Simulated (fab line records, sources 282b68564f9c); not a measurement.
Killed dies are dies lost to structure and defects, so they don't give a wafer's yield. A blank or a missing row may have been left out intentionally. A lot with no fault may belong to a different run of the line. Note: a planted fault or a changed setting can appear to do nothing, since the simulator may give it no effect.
Code-filled problem report in 8D (eight disciplines) form    flow rit cmos    the parts of the form that need people (team, actions taken, sign-off) are left out

1. THE PROBLEM
Mean of temp c at RIT_SDANNEAL_CLEAN_00: 77.59 C across 6 wafers in 2 lots; on wafers with no fault it is 75.00 C (standard deviation 0.1). That puts it +26 standard deviations away from the usual mean.
The step: cleans in SC1, time 600 s.
Earliest sighting: wafer L593.2 on wet bench-04 at day 6 04:11. Wafers with a number at this step in the record: 42, from 14 lots. The rule behind "out" and "out of limits": a value lying over 4 standard deviations away from the usual mean. The rest of the wafers with a number are treated as sound.

2. WHAT IT IS AND WHAT IT IS NOT
question                     is                         is not
which readings at this step  temp c, bath guard temp C  bath heat duty pct
which lots                   L593, L594                 L581, L584, L585, L586, L588, L590, L591, L592, L595, L596, L599, L603
which wafers of those lots   all that have a number     -
read on which tools          wet bench-04               wet bench-02, wet bench-03
when                         from day 6 04:11           up to then (24 sound wafers); but 12 sound wafers of L595, L596, L599, L603 came after

3. SUSPECTS, AND WHAT RULES EACH OUT
Counting: a tool at a process step up to the reading stays a suspect if it ran every lot that is out and no sound lot after the first of them.
- wet bench-04 at RIT_SDANNEAL_CLEAN_00 (cleans in SC1, time 600 s): kept. Every lot that is out went through it, starting with L593 (day 6 04:11), and after that it ran no sound lot; the last sound lot it ran before then is L592 (day 6 00:06). Its own readings are out on those wafers: bath guard temp C, temp c.
Left after counting: wet bench-04 at RIT_SDANNEAL_CLEAN_00.

4. THE CAUSE (what the simulator had put in)
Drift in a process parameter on wet bench-04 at RIT_SDANNEAL_CLEAN_00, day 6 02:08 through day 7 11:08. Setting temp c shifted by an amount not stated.
After counting, this tool was the only one left.

5. THE EFFECT CHAIN, in route order
One row per reading whose mean, taken over the struck wafers that have a number, lies over 3 standard deviations from the usual. Scope: only readings with a usual standard deviation given in the record; hours: median across lots of the time from each lot's start at the first step in this table that gives one to its start at this step; sigmas: change in usual standard deviations.
hours  step                   reading            usual    on struck wafers  change  sigmas
0      RIT_SDANNEAL_CLEAN_00  bath guard temp C  74.7 C   77.0              +2.3    +5.0
0      RIT_SDANNEAL_CLEAN_00  temp c             75.00 C  77.59             +2.59   +26
The process steps in it:
- RIT_SDANNEAL_CLEAN_00: cleans in SC1, time 600 s.

6. HOW IT WOULD HAVE BEEN CAUGHT EARLIER
In this record no reading fell out of limits until day 6 04:11, 2 hours after the fault had begun at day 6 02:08.
